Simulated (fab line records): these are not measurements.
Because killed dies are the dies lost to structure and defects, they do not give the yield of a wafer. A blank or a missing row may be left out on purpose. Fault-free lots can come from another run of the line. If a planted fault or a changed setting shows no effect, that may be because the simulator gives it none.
fab line records || flow rit-cmos
[record] {"lots": 14, "wafers": 42, "last-day": 7}
route steps=202 shown SDANNEAL@156 PSD@157 PLDD@159
lots that met no fault: from a run of the same line without faults
start-h: hours from the record's first day to the start of the lot's first wafer shown || wait-h: hours elapsed since this lot's preceding step || " the same as in the row above || L1.1+2: one row covering several wafers at once || - no value present, or no start provided || * or withheld: withheld || < > ~ a bound
route shown NAME@n: NAME is a module with steps in the file, n the number in the route of the first one || usual: the fault-free wafers' mean and standard deviation || same: alike in all rows || chamber/n: place in a boat || sites: the reading at each site || _std_site: how widely they spread, as a standard deviation || _edge_site: outer sites' mean less inner sites' || radius-mm: for every site, how far away it sits from the centre of the wafer || mask NAME#n: copy n || behind: the most recent tool/chamber to have shaped the wafer || hold: why the lot was held/for how many hours/how that ended || device: whichever transistor did not switch (one of n, p or np) || end of line: the same wafers' tests at the end of the route || a step without rows: its recipe alone || killed: at the first sort, the dies lost to defects and structure; wafer yield is something else || map: per-die view of a wafer (x killed, . not killed, _ where there is no die)
set.NAME: the run value of the setting; set.NAME@STEP: its run value at that earlier step || model.NAME: the simulator's own value behind a step, which no gauge read
steps of the route over a sample of lots; a table a step, a row a wafer
services: the hour from which a tool's chamber was out of use, counted from the record's first day as start-h (under 0 if before that day), plus the number of hours and why
[[steps]]
[step RIT_SDANNEAL_RTA_03]
[recipe] {"temp-c": 1050, "time-s": 5, "idle-temp-c": 600, "ramp-up-c-per-s": 342, "ramp-down-c-per-s": 171, "cool-to-c": 600, "ambient": "N2"}
[usual] {"wafer_temp_C_max": "1053.6/1.3"}
{"lot.wafer": "L470.1", "tool": "rtp-anneal-01", "chamber": 0, "start-h": 51.72, "wait-h": 0.0, "wafer_temp_C_max": 1051.9}
{"lot.wafer": "L470.4", "tool": "rtp-anneal-01", "chamber": 0, "start-h": 51.72, "wait-h": 0.0, "wafer_temp_C_max": 1052.3}
{"lot.wafer": "L470.6", "tool": "rtp-anneal-01", "chamber": 0, "start-h": 51.72, "wait-h": 0.0, "wafer_temp_C_max": 1053.0}
{"lot.wafer": "L471.2", "tool": "rtp-anneal-02", "chamber": 0, "start-h": 58.53, "wait-h": 0.0, "wafer_temp_C_max": 1053.1}
{"lot.wafer": "L471.3", "tool": "rtp-anneal-02", "chamber": 0, "start-h": 58.53, "wait-h": 0.0, "wafer_temp_C_max": 1053.6}
{"lot.wafer": "L471.6", "tool": "rtp-anneal-02", "chamber": 0, "start-h": 58.53, "wait-h": 0.0, "wafer_temp_C_max": 1053.2}
{"lot.wafer": "L472.2", "tool": "rtp-anneal-01", "chamber": 0, "start-h": 61.15, "wait-h": 0.0, "wafer_temp_C_max": 1053.5}
{"lot.wafer": "L472.3", "tool": "rtp-anneal-01", "chamber": 0, "start-h": 61.15, "wait-h": 0.0, "wafer_temp_C_max": 1053.1}
{"lot.wafer": "L472.4", "tool": "rtp-anneal-01", "chamber": 0, "start-h": 61.15, "wait-h": 0.0, "wafer_temp_C_max": 1054.8}
{"lot.wafer": "L473.3", "tool": "rtp-anneal-02", "chamber": 0, "start-h": 68.74, "wait-h": 0.0, "wafer_temp_C_max": 1052.8}
{"lot.wafer": "L473.4", "tool": "rtp-anneal-02", "chamber": 0, "start-h": 68.74, "wait-h": 0.0, "wafer_temp_C_max": 1052.3}
{"lot.wafer": "L473.6", "tool": "rtp-anneal-02", "chamber": 0, "start-h": 68.74, "wait-h": 0.0, "wafer_temp_C_max": 1054.2}
{"lot.wafer": "L474.1", "tool": "rtp-anneal-01", "chamber": 0, "start-h": 74.31, "wait-h": 0.0, "wafer_temp_C_max": 1053.9}
{"lot.wafer": "L474.4", "tool": "rtp-anneal-01", "chamber": 0, "start-h": 74.31, "wait-h": 0.0, "wafer_temp_C_max": 1051.8}
{"lot.wafer": "L474.5", "tool": "rtp-anneal-01", "chamber": 0, "start-h": 74.31, "wait-h": 0.0, "wafer_temp_C_max": 1053.9}
{"lot.wafer": "L475.3", "tool": "rtp-anneal-02", "chamber": 0, "start-h": 79.77, "wait-h": 0.0, "wafer_temp_C_max": 1051.3}
{"lot.wafer": "L475.5", "tool": "rtp-anneal-02", "chamber": 0, "start-h": 79.77, "wait-h": 0.0, "wafer_temp_C_max": 1052.9}
{"lot.wafer": "L475.6", "tool": "rtp-anneal-02", "chamber": 0, "start-h": 79.77, "wait-h": 0.0, "wafer_temp_C_max": 1052.5}
{"lot.wafer": "L476.1", "tool": "rtp-anneal-01", "chamber": 0, "start-h": 85.03, "wait-h": 0.0, "wafer_temp_C_max": 1054.9}
{"lot.wafer": "L476.3", "tool": "rtp-anneal-01", "chamber": 0, "start-h": 85.03, "wait-h": 0.0, "wafer_temp_C_max": 1054.2}
{"lot.wafer": "L476.4", "tool": "rtp-anneal-01", "chamber": 0, "start-h": 85.03, "wait-h": 0.0, "wafer_temp_C_max": 1052.3}
{"lot.wafer": "L481.1", "tool": "rtp-anneal-02", "chamber": 0, "start-h": 111.28, "wait-h": 0.0, "wafer_temp_C_max": 1057.5}
{"lot.wafer": "L481.2", "tool": "rtp-anneal-02", "chamber": 0, "start-h": 111.28, "wait-h": 0.0, "wafer_temp_C_max": 1054.0}
{"lot.wafer": "L481.5", "tool": "rtp-anneal-02", "chamber": 0, "start-h": 111.28, "wait-h": 0.0, "wafer_temp_C_max": 1054.0}
{"lot.wafer": "L483.2", "tool": "rtp-anneal-02", "chamber": 0, "start-h": 125.43, "wait-h": 0.0, "wafer_temp_C_max": 1054.4}
{"lot.wafer": "L483.3", "tool": "rtp-anneal-02", "chamber": 0, "start-h": 125.43, "wait-h": 0.0, "wafer_temp_C_max": 1053.0}
{"lot.wafer": "L483.5", "tool": "rtp-anneal-02", "chamber": 0, "start-h": 125.43, "wait-h": 0.0, "wafer_temp_C_max": 1053.5}
{"lot.wafer": "L485.1", "tool": "rtp-anneal-02", "chamber": 0, "start-h": 136.30, "wait-h": 0.0, "wafer_temp_C_max": 1053.1}
{"lot.wafer": "L485.2", "tool": "rtp-anneal-02", "chamber": 0, "start-h": 136.30, "wait-h": 0.0, "wafer_temp_C_max": 1053.9}
{"lot.wafer": "L485.6", "tool": "rtp-anneal-02", "chamber": 0, "start-h": 136.30, "wait-h": 0.0, "wafer_temp_C_max": 1052.2}
{"lot.wafer": "L487.1", "tool": "rtp-anneal-01", "chamber": 0, "start-h": 140.04, "wait-h": 0.0, "wafer_temp_C_max": 1052.8}
{"lot.wafer": "L487.2", "tool": "rtp-anneal-01", "chamber": 0, "start-h": 140.04, "wait-h": 0.0, "wafer_temp_C_max": 1056.0}
{"lot.wafer": "L487.4", "tool": "rtp-anneal-01", "chamber": 0, "start-h": 140.04, "wait-h": 0.0, "wafer_temp_C_max": 1052.6}
{"lot.wafer": "L489.2", "tool": "rtp-anneal-01", "chamber": 0, "start-h": 150.59, "wait-h": 0.0, "wafer_temp_C_max": 1053.6}
{"lot.wafer": "L489.3", "tool": "rtp-anneal-01", "chamber": 0, "start-h": 150.59, "wait-h": 0.0, "wafer_temp_C_max": 1053.8}
{"lot.wafer": "L489.6", "tool": "rtp-anneal-01", "chamber": 0, "start-h": 150.59, "wait-h": 0.0, "wafer_temp_C_max": 1052.9}
{"lot.wafer": "L491.1", "tool": "rtp-anneal-01", "chamber": 0, "start-h": 156.63, "wait-h": 0.0, "wafer_temp_C_max": 1056.6}
{"lot.wafer": "L491.3", "tool": "rtp-anneal-01", "chamber": 0, "start-h": 156.63, "wait-h": 0.0, "wafer_temp_C_max": 1052.6}
{"lot.wafer": "L491.6", "tool": "rtp-anneal-01", "chamber": 0, "start-h": 156.63, "wait-h": 0.0, "wafer_temp_C_max": 1054.8}
{"lot.wafer": "L493.4", "tool": "rtp-anneal-01", "chamber": 0, "start-h": 166.76, "wait-h": 0.0, "wafer_temp_C_max": 1053.1}
{"lot.wafer": "L493.5", "tool": "rtp-anneal-01", "chamber": 0, "start-h": 166.76, "wait-h": 0.0, "wafer_temp_C_max": 1055.3}
{"lot.wafer": "L493.6", "tool": "rtp-anneal-01", "chamber": 0, "start-h": 166.76, "wait-h": 0.0, "wafer_temp_C_max": 1053.7}
[step RIT_SDANNEAL_RS_MEAS_04]
[recipe] {"thk-meas-gauge": "four-point-probe"}
[usual] {"PSD_RS": "116.15/0.28"}
{"lot.wafer": "L470.1", "tool": "film-metro-01", "chamber": "-", "start-h": 51.78, "wait-h": 0.0, "PSD_RS[ohm/sq]": 115.96}
{"lot.wafer": "L470.4", "tool": "film-metro-01", "chamber": "-", "start-h": 51.78, "wait-h": 0.0, "PSD_RS[ohm/sq]": 115.79}
{"lot.wafer": "L470.6", "tool": "film-metro-01", "chamber": "-", "start-h": 51.78, "wait-h": 0.0, "PSD_RS[ohm/sq]": 115.68}
{"lot.wafer": "L471.2", "tool": "film-metro-03", "chamber": "-", "start-h": 58.59, "wait-h": 0.1, "PSD_RS[ohm/sq]": 116.36}
{"lot.wafer": "L471.3", "tool": "film-metro-03", "chamber": "-", "start-h": 58.59, "wait-h": 0.1, "PSD_RS[ohm/sq]": 116.25}
{"lot.wafer": "L471.6", "tool": "film-metro-03", "chamber": "-", "start-h": 58.59, "wait-h": 0.1, "PSD_RS[ohm/sq]": 116.12}
{"lot.wafer": "L472.2", "tool": "film-metro-01", "chamber": "-", "start-h": 61.22, "wait-h": 0.1, "PSD_RS[ohm/sq]": 116.17}
{"lot.wafer": "L472.3", "tool": "film-metro-01", "chamber": "-", "start-h": 61.22, "wait-h": 0.1, "PSD_RS[ohm/sq]": 116.18}
{"lot.wafer": "L472.4", "tool": "film-metro-01", "chamber": "-", "start-h": 61.22, "wait-h": 0.1, "PSD_RS[ohm/sq]": 115.95}
{"lot.wafer": "L473.3", "tool": "film-metro-03", "chamber": "-", "start-h": 68.82, "wait-h": 0.1, "PSD_RS[ohm/sq]": 116.11}
{"lot.wafer": "L473.4", "tool": "film-metro-03", "chamber": "-", "start-h": 68.82, "wait-h": 0.1, "PSD_RS[ohm/sq]": 115.84}
{"lot.wafer": "L473.6", "tool": "film-metro-03", "chamber": "-", "start-h": 68.82, "wait-h": 0.1, "PSD_RS[ohm/sq]": 115.81}
{"lot.wafer": "L474.1", "tool": "film-metro-04", "chamber": "-", "start-h": 74.37, "wait-h": 0.0, "PSD_RS[ohm/sq]": 116.27}
{"lot.wafer": "L474.4", "tool": "film-metro-04", "chamber": "-", "start-h": 74.37, "wait-h": 0.0, "PSD_RS[ohm/sq]": 116.34}
{"lot.wafer": "L474.5", "tool": "film-metro-04", "chamber": "-", "start-h": 74.37, "wait-h": 0.0, "PSD_RS[ohm/sq]": 116.59}
{"lot.wafer": "L475.3", "tool": "film-metro-03", "chamber": "-", "start-h": 79.85, "wait-h": 0.1, "PSD_RS[ohm/sq]": 115.85}
{"lot.wafer": "L475.5", "tool": "film-metro-03", "chamber": "-", "start-h": 79.85, "wait-h": 0.1, "PSD_RS[ohm/sq]": 115.94}
{"lot.wafer": "L475.6", "tool": "film-metro-03", "chamber": "-", "start-h": 79.85, "wait-h": 0.1, "PSD_RS[ohm/sq]": 116.08}
{"lot.wafer": "L476.1", "tool": "film-metro-01", "chamber": "-", "start-h": 85.09, "wait-h": 0.0, "PSD_RS[ohm/sq]": 116.20}
{"lot.wafer": "L476.3", "tool": "film-metro-01", "chamber": "-", "start-h": 85.09, "wait-h": 0.0, "PSD_RS[ohm/sq]": 116.05}
{"lot.wafer": "L476.4", "tool": "film-metro-01", "chamber": "-", "start-h": 85.09, "wait-h": 0.0, "PSD_RS[ohm/sq]": 116.24}
{"lot.wafer": "L481.1", "tool": "film-metro-01", "chamber": "-", "start-h": 111.34, "wait-h": 0.0, "PSD_RS[ohm/sq]": 116.36}
{"lot.wafer": "L481.2", "tool": "film-metro-01", "chamber": "-", "start-h": 111.34, "wait-h": 0.0, "PSD_RS[ohm/sq]": 116.43}
{"lot.wafer": "L481.5", "tool": "film-metro-01", "chamber": "-", "start-h": 111.34, "wait-h": 0.0, "PSD_RS[ohm/sq]": 116.24}
{"lot.wafer": "L483.2", "tool": "film-metro-01", "chamber": "-", "start-h": 125.50, "wait-h": 0.1, "PSD_RS[ohm/sq]": 113.41}
{"lot.wafer": "L483.3", "tool": "film-metro-01", "chamber": "-", "start-h": 125.50, "wait-h": 0.1, "PSD_RS[ohm/sq]": 113.64}
{"lot.wafer": "L483.5", "tool": "film-metro-01", "chamber": "-", "start-h": 125.50, "wait-h": 0.1, "PSD_RS[ohm/sq]": 113.84}
{"lot.wafer": "L485.1", "tool": "film-metro-03", "chamber": "-", "start-h": 136.36, "wait-h": 0.0, "PSD_RS[ohm/sq]": 113.31}
{"lot.wafer": "L485.2", "tool": "film-metro-03", "chamber": "-", "start-h": 136.36, "wait-h": 0.0, "PSD_RS[ohm/sq]": 113.17}
{"lot.wafer": "L485.6", "tool": "film-metro-03", "chamber": "-", "start-h": 136.36, "wait-h": 0.0, "PSD_RS[ohm/sq]": 113.14}
{"lot.wafer": "L487.1", "tool": "film-metro-01", "chamber": "-", "start-h": 140.10, "wait-h": 0.0, "PSD_RS[ohm/sq]": 116.19}
{"lot.wafer": "L487.2", "tool": "film-metro-01", "chamber": "-", "start-h": 140.10, "wait-h": 0.0, "PSD_RS[ohm/sq]": 116.55}
{"lot.wafer": "L487.4", "tool": "film-metro-01", "chamber": "-", "start-h": 140.10, "wait-h": 0.0, "PSD_RS[ohm/sq]": 115.97}
{"lot.wafer": "L489.2", "tool": "film-metro-01", "chamber": "-", "start-h": 150.66, "wait-h": 0.1, "PSD_RS[ohm/sq]": 116.22}
{"lot.wafer": "L489.3", "tool": "film-metro-01", "chamber": "-", "start-h": 150.66, "wait-h": 0.1, "PSD_RS[ohm/sq]": 116.76}
{"lot.wafer": "L489.6", "tool": "film-metro-01", "chamber": "-", "start-h": 150.66, "wait-h": 0.1, "PSD_RS[ohm/sq]": 116.14}
{"lot.wafer": "L491.1", "tool": "film-metro-01", "chamber": "-", "start-h": 156.69, "wait-h": 0.0, "PSD_RS[ohm/sq]": 116.31}
{"lot.wafer": "L491.3", "tool": "film-metro-01", "chamber": "-", "start-h": 156.69, "wait-h": 0.0, "PSD_RS[ohm/sq]": 116.48}
{"lot.wafer": "L491.6", "tool": "film-metro-01", "chamber": "-", "start-h": 156.69, "wait-h": 0.0, "PSD_RS[ohm/sq]": 116.32}
{"lot.wafer": "L493.4", "tool": "film-metro-03", "chamber": "-", "start-h": 166.85, "wait-h": 0.1, "PSD_RS[ohm/sq]": 115.81}
{"lot.wafer": "L493.5", "tool": "film-metro-03", "chamber": "-", "start-h": 166.85, "wait-h": 0.1, "PSD_RS[ohm/sq]": 115.96}
{"lot.wafer": "L493.6", "tool": "film-metro-03", "chamber": "-", "start-h": 166.85, "wait-h": 0.1, "PSD_RS[ohm/sq]": 116.10}
[step RIT_SDANNEAL_RS_MEAS_06]
[recipe] {"thk-meas-gauge": "four-point-probe"}
[usual] {"PLDD_RS": "178.5/0.49"}
{"lot.wafer": "L470.1", "tool": "film-metro-01", "chamber": "-", "start-h": 52.02, "wait-h": 0.1, "PLDD_RS[ohm/sq]": 178.4}
{"lot.wafer": "L470.4", "tool": "film-metro-01", "chamber": "-", "start-h": 52.02, "wait-h": 0.1, "PLDD_RS[ohm/sq]": 178.3}
{"lot.wafer": "L470.6", "tool": "film-metro-01", "chamber": "-", "start-h": 52.02, "wait-h": 0.1, "PLDD_RS[ohm/sq]": 178.3}
{"lot.wafer": "L471.2", "tool": "film-metro-03", "chamber": "-", "start-h": 58.83, "wait-h": 0.1, "PLDD_RS[ohm/sq]": 178.4}
{"lot.wafer": "L471.3", "tool": "film-metro-03", "chamber": "-", "start-h": 58.83, "wait-h": 0.1, "PLDD_RS[ohm/sq]": 178.4}
{"lot.wafer": "L471.6", "tool": "film-metro-03", "chamber": "-", "start-h": 58.83, "wait-h": 0.1, "PLDD_RS[ohm/sq]": 178.8}
{"lot.wafer": "L472.2", "tool": "film-metro-01", "chamber": "-", "start-h": 61.46, "wait-h": 0.1, "PLDD_RS[ohm/sq]": 177.7}
{"lot.wafer": "L472.3", "tool": "film-metro-01", "chamber": "-", "start-h": 61.46, "wait-h": 0.1, "PLDD_RS[ohm/sq]": 178.4}
{"lot.wafer": "L472.4", "tool": "film-metro-01", "chamber": "-", "start-h": 61.46, "wait-h": 0.1, "PLDD_RS[ohm/sq]": 177.8}
{"lot.wafer": "L473.3", "tool": "film-metro-03", "chamber": "-", "start-h": 69.06, "wait-h": 0.1, "PLDD_RS[ohm/sq]": 177.6}
{"lot.wafer": "L473.4", "tool": "film-metro-03", "chamber": "-", "start-h": 69.06, "wait-h": 0.1, "PLDD_RS[ohm/sq]": 178.4}
{"lot.wafer": "L473.6", "tool": "film-metro-03", "chamber": "-", "start-h": 69.06, "wait-h": 0.1, "PLDD_RS[ohm/sq]": 178.3}
{"lot.wafer": "L474.1", "tool": "film-metro-04", "chamber": "-", "start-h": 74.61, "wait-h": 0.1, "PLDD_RS[ohm/sq]": 178.4}
{"lot.wafer": "L474.4", "tool": "film-metro-04", "chamber": "-", "start-h": 74.61, "wait-h": 0.1, "PLDD_RS[ohm/sq]": 178.8}
{"lot.wafer": "L474.5", "tool": "film-metro-04", "chamber": "-", "start-h": 74.61, "wait-h": 0.1, "PLDD_RS[ohm/sq]": 178.5}
{"lot.wafer": "L475.3", "tool": "film-metro-03", "chamber": "-", "start-h": 80.09, "wait-h": 0.1, "PLDD_RS[ohm/sq]": 178.9}
{"lot.wafer": "L475.5", "tool": "film-metro-03", "chamber": "-", "start-h": 80.09, "wait-h": 0.1, "PLDD_RS[ohm/sq]": 179.3}
{"lot.wafer": "L475.6", "tool": "film-metro-03", "chamber": "-", "start-h": 80.09, "wait-h": 0.1, "PLDD_RS[ohm/sq]": 178.6}
{"lot.wafer": "L476.1", "tool": "film-metro-01", "chamber": "-", "start-h": 85.33, "wait-h": 0.1, "PLDD_RS[ohm/sq]": 178.6}
{"lot.wafer": "L476.3", "tool": "film-metro-01", "chamber": "-", "start-h": 85.33, "wait-h": 0.1, "PLDD_RS[ohm/sq]": 179.6}
{"lot.wafer": "L476.4", "tool": "film-metro-01", "chamber": "-", "start-h": 85.33, "wait-h": 0.1, "PLDD_RS[ohm/sq]": 179.0}
{"lot.wafer": "L481.1", "tool": "film-metro-01", "chamber": "-", "start-h": 111.58, "wait-h": 0.1, "PLDD_RS[ohm/sq]": 179.8}
{"lot.wafer": "L481.2", "tool": "film-metro-01", "chamber": "-", "start-h": 111.58, "wait-h": 0.1, "PLDD_RS[ohm/sq]": 180.2}
{"lot.wafer": "L481.5", "tool": "film-metro-01", "chamber": "-", "start-h": 111.58, "wait-h": 0.1, "PLDD_RS[ohm/sq]": 179.3}
{"lot.wafer": "L483.2", "tool": "film-metro-01", "chamber": "-", "start-h": 125.74, "wait-h": 0.1, "PLDD_RS[ohm/sq]": 176.3}
{"lot.wafer": "L483.3", "tool": "film-metro-01", "chamber": "-", "start-h": 125.74, "wait-h": 0.1, "PLDD_RS[ohm/sq]": 175.7}
{"lot.wafer": "L483.5", "tool": "film-metro-01", "chamber": "-", "start-h": 125.74, "wait-h": 0.1, "PLDD_RS[ohm/sq]": 175.9}
{"lot.wafer": "L485.1", "tool": "film-metro-03", "chamber": "-", "start-h": 136.60, "wait-h": 0.1, "PLDD_RS[ohm/sq]": 175.5}
{"lot.wafer": "L485.2", "tool": "film-metro-03", "chamber": "-", "start-h": 136.60, "wait-h": 0.1, "PLDD_RS[ohm/sq]": 175.6}
{"lot.wafer": "L485.6", "tool": "film-metro-03", "chamber": "-", "start-h": 136.60, "wait-h": 0.1, "PLDD_RS[ohm/sq]": 175.6}
{"lot.wafer": "L487.1", "tool": "film-metro-01", "chamber": "-", "start-h": 140.34, "wait-h": 0.1, "PLDD_RS[ohm/sq]": 178.7}
{"lot.wafer": "L487.2", "tool": "film-metro-01", "chamber": "-", "start-h": 140.34, "wait-h": 0.1, "PLDD_RS[ohm/sq]": 179.0}
{"lot.wafer": "L487.4", "tool": "film-metro-01", "chamber": "-", "start-h": 140.34, "wait-h": 0.1, "PLDD_RS[ohm/sq]": 178.4}
{"lot.wafer": "L489.2", "tool": "film-metro-01", "chamber": "-", "start-h": 150.90, "wait-h": 0.1, "PLDD_RS[ohm/sq]": 178.6}
{"lot.wafer": "L489.3", "tool": "film-metro-01", "chamber": "-", "start-h": 150.90, "wait-h": 0.1, "PLDD_RS[ohm/sq]": 179.2}
{"lot.wafer": "L489.6", "tool": "film-metro-01", "chamber": "-", "start-h": 150.90, "wait-h": 0.1, "PLDD_RS[ohm/sq]": 178.6}
{"lot.wafer": "L491.1", "tool": "film-metro-01", "chamber": "-", "start-h": 156.93, "wait-h": 0.1, "PLDD_RS[ohm/sq]": 178.3}
{"lot.wafer": "L491.3", "tool": "film-metro-01", "chamber": "-", "start-h": 156.93, "wait-h": 0.1, "PLDD_RS[ohm/sq]": 178.6}
{"lot.wafer": "L491.6", "tool": "film-metro-01", "chamber": "-", "start-h": 156.93, "wait-h": 0.1, "PLDD_RS[ohm/sq]": 178.1}
{"lot.wafer": "L493.4", "tool": "film-metro-03", "chamber": "-", "start-h": 167.09, "wait-h": 0.1, "PLDD_RS[ohm/sq]": 178.3}
{"lot.wafer": "L493.5", "tool": "film-metro-03", "chamber": "-", "start-h": 167.09, "wait-h": 0.1, "PLDD_RS[ohm/sq]": 178.6}
{"lot.wafer": "L493.6", "tool": "film-metro-03", "chamber": "-", "start-h": 167.09, "wait-h": 0.1, "PLDD_RS[ohm/sq]": 178.7}
[[services]]
{"tool": "rtp-anneal-01", "chamber": "-", "start-h": 29.85, "hours": 1.3, "kind": "pm"}
{"tool": "rtp-anneal-01", "chamber": "-", "start-h": 68.91, "hours": 4.0, "kind": "pm"}
{"tool": "rtp-anneal-02", "chamber": "-", "start-h": 138.76, "hours": 4.4, "kind": "pm"}
[[key]]
[first-sign] {"step": "RIT_SDANNEAL_RS_MEAS_04", "reading": "PSD_RS", "direction": "down", "sigmas": 9.6, "usual": 116.15, "struck": 113.42}
[effect] {"step": "RIT_SDANNEAL_RS_MEAS_06", "reading": "PLDD_RS", "direction": "down", "sigmas": 5.6, "usual": 178.5, "struck": 175.7}
met-at RIT_SDANNEAL_RTA_03
struck-lots L483,L485
tester-left-out L483,L485
onset-between 111.28 125.43
[fault] {"kind": "process-parameter-drift", "tool": "rtp-anneal-02", "chamber": "-", "onset-h": 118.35, "steps": "RIT_SDANNEAL_RTA_03", "channel": "time-s", "offset": "*", "shape": "step", "end-h": 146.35, "acts-in": "*", "stated": "*"}
// tester-left-out: of these lots the tester's yield and bins aren't shown, on N5 and GAA mostly nor the transistor test; their killed dies are dies lost to structure and defects alone, not to doping, threshold or leakage, so they don't give the yield
